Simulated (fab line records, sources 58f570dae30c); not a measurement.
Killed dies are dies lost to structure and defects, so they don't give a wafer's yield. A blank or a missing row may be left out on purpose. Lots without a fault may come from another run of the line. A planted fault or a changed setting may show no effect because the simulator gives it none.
Chamber matching | flow berkeley_cmos170 | UCB170_V2_CMP_02 on cmp-02: 4 sister chambers
The step polishes SiO2. 4 wafers are shown with their chamber, then 7 later ones without.

WAFERS WITH THEIR CHAMBER
wafer  | chamber | motor_current_A (A)
L792.6 | 1       | 17.8
L794.2 | 0       | 13.7
L801.3 | 2       | 17.9
L801.4 | 3       | 15.4

WAFERS WITHOUT THEIR CHAMBER
wafer  | motor_current_A (A)
L801.5 | 18.4
L800.1 | 15.2
L800.3 | 18.4
L800.4 | 12.9
L802.2 | 12.8
L802.4 | 16.1
L802.6 | 18.4

WHICH CHAMBER EACH WENT THROUGH
wafer  | from the rows above          | in truth
L801.5 | can't be placed: 2 or 1      | 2
L800.1 | 3                            | 3
L800.3 | can't be placed: 2 or 1      | 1
L800.4 | 0                            | 0
L802.2 | 0                            | 0
L802.4 | can't be placed: 3 or 1 or 2 | 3
L802.6 | can't be placed: 2 or 1      | 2
Placed correctly: 3 of 7. Can't be placed from these rows: 4 (the true chamber is among the candidates in 4). Placed wrongly: 0.
How it was worked out, from the rows above alone: a wafer's distance from a chamber is the root of the sum, over the readings, of the square of ((its reading less the chamber's mean) divided by the reading's scatter). The wafer belongs to the nearest chamber; if the next one is less than 2 further off, it can't be placed. A chamber's mean is the mean of its shown wafers. The scatter: with one shown wafer a chamber, the root of the mean of the squares of how far each hidden wafer lies from its nearest shown one.
